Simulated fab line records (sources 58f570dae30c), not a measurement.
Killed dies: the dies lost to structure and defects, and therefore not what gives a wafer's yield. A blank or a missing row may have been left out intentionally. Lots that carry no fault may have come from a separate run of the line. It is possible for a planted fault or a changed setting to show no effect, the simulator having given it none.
Which of the tools did it? -- flow berkeley cmos170 -- 36 wafers from 12 lots sampled at 5 of the route's 331 steps

WHAT THE GAUGES READ, wafer by wafer
UCB170_PWELL_TW_MEAS_17. Usual: PWELL_TW typically reads 375, with standard deviation 4.6.
lot,measured,on,PWELL_TW,flag
L821,day 3 10:41,film metro-01,375 377 377,
L822,day 4 02:46,film metro-01,379 378 377,
L824,day 4 03:14,film metro-02,374 372 374,
L823,day 4 03:00,film metro-02,375 372 374,
L829,day 5 02:45,film metro-04,385 384 385,
L832,day 5 18:31,film metro-02,372 371 369,
L833,day 5 17:44,film metro-02,370 370 371,
L835,day 6 07:23,film metro-02,369 368 369,
L838,day 7 00:31,film metro-02,375 373 375,
L839,day 7 10:29,film metro-01,380 379 380,
L840,day 7 10:37,film metro-02,373 371 370,
L841,day 7 18:02,film metro-04,383 387 386,

UCB170_ACTIVE_OVL_MEAS_14. Usual: ACTIVE_OVL typically reads 0 nm, with standard deviation 4.6.
lot,measured,on,ACTIVE_OVL (nm),flag
L821,day 4 19:59,overlay-01,9 0 0,
L822,day 5 12:19,overlay-02,4 -4 -2,
L824,day 5 12:04,overlay-01,-9 4 4,
L823,day 5 12:58,overlay-02,4 -1 -6,
L829,day 6 16:09,overlay-02,2 5 2,
L832,day 7 06:38,overlay-02,0 8 -1,
L833,day 7 07:26,overlay-02,0 3 -2,
L835,day 7 19:02,overlay-02,0 0 2,
L838,day 8 18:05,overlay-01,7 3 7,
L839,day 9 01:05,overlay-02,0 6 -3,
L840,day 9 01:19,overlay-01,1 4 3,
L841,day 9 10:44,overlay-02,-4 1 -3,

UCB170_PVT_TW_MEAS_09. Usual: PVT_TW typically reads 509, with standard deviation 7.8.
lot,measured,on,PVT_TW,flag
L821,day 6 13:43,film metro-01,506 505 508,
L822,day 7 11:14,film metro-02,502 503 502,
L824,day 7 11:08,film metro-01,512 509 510,
L823,day 7 10:51,film metro-02,503 501 503,
L829,day 8 15:49,film metro-01,517 513 513,
L832,day 9 06:35,film metro-01,481 483 482,OFF
L833,day 9 06:49,film metro-04,516 516 520,
L835,day 9 23:11,film metro-02,470 471 474,OFF
L838,day 10 17:38,film metro-02,495 497 498,
L839,day 10 17:23,film metro-04,519 519 516,
L840,day 10 17:09,film metro-01,512 513 515,
L841,day 11 04:50,film metro-01,512 512 513,

TOOL THAT RAN EACH LOT (tool first, then ch and the chambers of the sampled wafers, then the start)
lot,UCB170_ZERO_ETCH_06,UCB170_PVT_IMPLANT_07
L821,"rie diel-02 ch 0,2,3, day 1 19:11","implanter-02 ch 0, day 6 13:30"
L822,"rie diel-02 ch 0,1,3, day 2 06:44","implanter-02 ch 0, day 7 10:59"
L824,"rie diel-03 ch 0,1,2, day 2 15:32","implanter-04 ch 0, day 7 10:53"
L823,"rie diel-02 ch 0,2,3, day 2 15:38","implanter-03 ch 0, day 7 10:36"
L829,"rie diel-02 ch 2,3, day 3 12:41","implanter-04 ch 0, day 8 15:35"
L832,"rie diel-03 ch 0,1,3, day 4 06:49","implanter-03 ch 0, day 9 06:22"
L833,"rie diel-03 ch 0,2, day 4 07:32","implanter-02 ch 0, day 9 06:34"
L835,"rie diel-03 ch 0,1,3, day 4 21:50","implanter-03 ch 0, day 9 22:57"
L838,"rie diel-02 ch 0,1,2, day 5 11:32","implanter-02 ch 0, day 10 17:24"
L839,"rie diel-01 ch 1,3, day 5 19:57","implanter-04 ch 0, day 10 17:08"
L840,"rie diel-03 ch 0,2,3, day 5 20:22","implanter-02 ch 0, day 10 16:54"
L841,"rie diel-01 ch 0,1, day 6 04:54","implanter-02 ch 0, day 11 04:35"
- UCB170_ZERO_ETCH_06: etches SiO2 in CHF3/CF4/Ar, time 12 s.
- UCB170_PVT_IMPLANT_07

AS READ BY THE TOOLS THEMSELVES (means over the sampled wafers that have a number; for cases with no such wafer, the mark the record gives instead)
UCB170_ZERO_ETCH_06. Usual: cf4 flow sccm 10.006 sccm, standard deviation 0.028; drypump motor current A 5.8 A, standard deviation 0.58; oes product au 0.624 a.u., standard deviation 0.012; throttle valve pct 9.22 %, standard deviation 0.15.
lot,tool,cf4 flow sccm (sccm),drypump motor current A (A),oes product au (a.u.),throttle valve pct (%),flag
L821,rie diel-02,9.977,5.5,0.637,9.14,
L822,rie diel-02,10.016,6.0,0.633,9.22,
L824,rie diel-03,9.982,6.3,0.619,9.22,
L823,rie diel-02,10.019,5.5,0.635,9.14,
L829,rie diel-02,9.980,5.0,0.639,9.15,
L832,rie diel-03,10.048,6.3,0.615,9.22,
L833,rie diel-03,10.015,6.4,0.623,9.27,
L835,rie diel-03,10.003,6.3,0.620,9.21,
L838,rie diel-02,9.993,5.7,0.634,9.09,
L839,rie diel-01,10.002,5.6,0.616,9.32,
L840,rie diel-03,9.997,6.4,0.621,9.24,
L841,rie diel-01,10.015,5.5,0.615,9.32,

UCB170_PVT_IMPLANT_07. Usual: dose ions cm2 2.0001e+12, standard deviation 2.3e+09; faraday current uA 6.36, standard deviation 0.12.
lot,tool,dose ions cm2,faraday current uA,flag
L821,implanter-02,2.0002e+12,6.27,
L822,implanter-02,1.9988e+12,6.34,
L824,implanter-04,2.0006e+12,6.21,
L823,implanter-03,2.0004e+12,6.43,
L829,implanter-04,2.0000e+12,6.35,
L832,implanter-03,1.6613e+12,5.32,OFF
L833,implanter-02,2.0022e+12,6.39,
L835,implanter-03,1.6593e+12,5.22,OFF
L838,implanter-02,1.9981e+12,6.39,
L839,implanter-04,2.0002e+12,6.35,
L840,implanter-02,2.0024e+12,6.28,
L841,implanter-02,1.9976e+12,6.35,

THE ANSWER, worked out from the rows above alone
Rule: a lot counts as off when the mean over its wafers that have a number is more than 3 standard deviations away from the usual mean. A lot without any number at a reading at which 4 lots or more have one is off too. Any other lot the step has rows for is counted as sound. Order of review: gauges by route order, followed by the tools' own readings, for which a lot's mean as printed above is used. At the first step where some lot is off, the reading lying furthest off is the one used; lots without a number count as furthest.
Off: L832, L835, seen at UCB170_PVT_TW_MEAS_09 (PVT_TW).
A tool fits if, at a process step before that reading, it ran every lot that is off, and no sound lot after the first of them. Not tried: the gauges at UCB170_PVT_TW_MEAS_09; whatever is off there is also off at UCB170_PVT_IMPLANT_07, on other tools, and gauge error can't account for it. One candidate fits, namely implanter-03 at UCB170_PVT_IMPLANT_07. Its last sound lot is L823 (day 7 10:36), its first lot that is off L832 (day 9 06:22): a fault that began between those two fits.
The tool's own readings at UCB170_PVT_IMPLANT_07 bear it out: on the lots that are off they differ by more than 5 times the standard deviation of the sound lots' means. dose ions cm2 reads 1.6603e+12 there against 2.0000e+12 on the sound lots; faraday current uA reads 5.27 there against 6.34 on the sound lots.

WHAT THE SIMULATOR HAD PUT IN
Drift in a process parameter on implanter-03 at UCB170_PVT_IMPLANT_07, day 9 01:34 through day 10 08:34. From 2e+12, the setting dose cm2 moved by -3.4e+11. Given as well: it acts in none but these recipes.
Struck lots among those shown: L832, L835. The same result came from the rule above.
